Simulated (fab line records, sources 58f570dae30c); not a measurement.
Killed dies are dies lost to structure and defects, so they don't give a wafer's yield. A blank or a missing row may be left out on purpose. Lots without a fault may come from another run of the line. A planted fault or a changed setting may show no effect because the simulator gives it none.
Chamber matching | flow berkeley_cmos170 | UCB170_V2_CVD_00 on pecvd-01: 3 sister chambers
The step deposits SiO2 from TEOS/O2, target thk 2000 nm, time 250 s. 14 wafers are shown with their chamber, then 6 later ones without.

WAFERS WITH THEIR CHAMBER
wafer  | chamber | heater_power_w (W)
L595.2 | 0       | 194
L595.4 | 2       | 193
L595.6 | 1       | 284
L598.4 | 2       | 279
L598.5 | 0       | 264
L598.6 | 1       | 282
L601.2 | 1       | 290
L601.6 | 2       | 196
L606.3 | 0       | 213
L606.4 | 1       | 283
L606.5 | 2       | 282
L610.3 | 0       | 182
L610.5 | 0       | 257
L610.6 | 1       | 271

SIGNATURES (means of the wafers above)
reading        | chamber 0 | chamber 1 | chamber 2 | scatter within a chamber
heater_power_w | 222.00    | 282.00    | 237.50    | 34.4
Rule: a wafer's distance from a chamber is the root of the sum, over the readings, of the square of ((its reading less the chamber's mean) divided by the reading's scatter). The wafer belongs to the nearest chamber; if the next one is less than 2 further off, it can't be placed. The scatter: the root of (the sum of the squares of (reading less its chamber's mean) over the shown wafers, divided by (wafers less chambers)).

WAFERS WITHOUT THEIR CHAMBER
wafer  | heater_power_w (W)
L612.2 | 259
L612.3 | 180
L612.5 | 250
L616.2 | 253
L616.5 | 264
L616.6 | 252

WHICH CHAMBER EACH WENT THROUGH
wafer  | from the rows above          | in truth
L612.2 | can't be placed: 2 or 1 or 0 | 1
L612.3 | can't be placed: 0 or 2 or 1 | 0
L612.5 | can't be placed: 2 or 0 or 1 | 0
L616.2 | can't be placed: 2 or 1 or 0 | 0
L616.5 | can't be placed: 1 or 2 or 0 | 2
L616.6 | can't be placed: 2 or 0 or 1 | 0
Placed correctly: 0 of 6. Can't be placed from these rows: 6 (the true chamber is among the candidates in 6). Placed wrongly: 0.
